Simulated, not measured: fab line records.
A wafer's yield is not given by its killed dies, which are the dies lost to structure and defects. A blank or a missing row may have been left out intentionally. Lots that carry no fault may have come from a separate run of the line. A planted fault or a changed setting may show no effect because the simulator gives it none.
Problem report, 8D (eight disciplines) form, completed by code :: flow ritCmos :: the parts of the form that need people (team, actions taken, sign-off) are left out

## 1. THE PROBLEM
Mean of runLengthS at RIT_SPACER_ETCHBACK_05: 239.8 s across 2 wafers in 2 lots; on wafers with no fault it is 268.2 s (standard deviation 0.46). Relative to the usual mean, that is a shift of -62 standard deviations.
The step: etches Si3N4 in SF6/CHF3, stops on SiO2, target depth 250 nm, time 240 s.
Earliest sighting: wafer L542.2 on rieDiel-02 at day 4 08:18. Wafers with a number at this step in the record: 39, from 13 lots. The rule behind "out" and "out of limits": a value lying over 4 standard deviations away from the usual mean. Any other wafer with a number is counted as sound.

## 2. WHAT IT IS AND WHAT IT IS NOT
question: which readings at this step
is: runLengthS, oesProductAu
is not: drypumpMotorCurrentA, throttleValvePct

question: which lots
is: L542, L548
is not: L535, L536, L537, L538, L541, L549, L550, L551, L553, L554, L555

question: which wafers of those lots
is: L542.2, L548.3
is not: L542.5, L542.6, L548.2, L548.4

question: read on which tools
is: rieDiel-02
is not: rieDiel-03, rieDiel-04

question: when
is: from day 4 08:18
is not: up to then (17 sound wafers); but 20 sound wafers of L548, L549, L550, L551, L553, L554, L555 came after

## 3. WHAT RULES OUT EACH SUSPECT
Counting: a tool at a process step up to the reading stays a suspect if it ran every lot that is out. Sound lots after the first of them don't rule it out here, since some wafers of a struck lot are sound.
- rieDiel-02 at RIT_SPACER_ETCHBACK_05 (etches Si3N4 in SF6/CHF3, stops on SiO2, target depth 250 nm, time 240 s): kept. It processed each lot that is out (first: L542, day 4 08:18); up to then, its last sound lot is L538 (day 3 11:46). On those wafers its own readings are out: oesProductAu, runLengthS.
- At RIT_SPACER_ETCHBACK_05, inside rieDiel-02: chamber 3 took the wafers that are out, while their sound lot-mates went through chambers 0, 1.
Left after counting: rieDiel-02 at RIT_SPACER_ETCHBACK_05.

## 4. THE CAUSE (what the simulator had put in)
rieDiel-02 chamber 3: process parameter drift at RIT_SPACER_ETCHBACK_05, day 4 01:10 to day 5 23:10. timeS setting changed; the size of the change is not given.
Counting left only this tool.

## 5. THE CHAIN OF EFFECTS, in route order
Each row: a reading where the mean over the struck wafers with a number is more than 3 standard deviations away from the usual. Only readings for which the record gives a usual standard deviation are gone through. hours: the time from each lot's start at the first step in this table that gives one to its start at this step, as a median over the lots. sigmas: the change in usual standard deviations.
hours: 0
step: RIT_SPACER_ETCHBACK_05
reading: oesProductAu
usual: 0.843 a.u.
on struck wafers: 0.993
change: +0.150
sigmas: +12

hours: 0
step: RIT_SPACER_ETCHBACK_05
reading: runLengthS
usual: 268.2 s
on struck wafers: 239.8
change: -28.3
sigmas: -62
Process steps it contains:
- RIT_SPACER_ETCHBACK_05: etches Si3N4 in SF6/CHF3, stops on SiO2, target depth 250 nm, time 240 s.

## 6. WHAT WOULD HAVE CAUGHT IT SOONER
7 hours passed between the start of the fault at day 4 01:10 and the first reading out of limits in this record, taken at day 4 08:18.
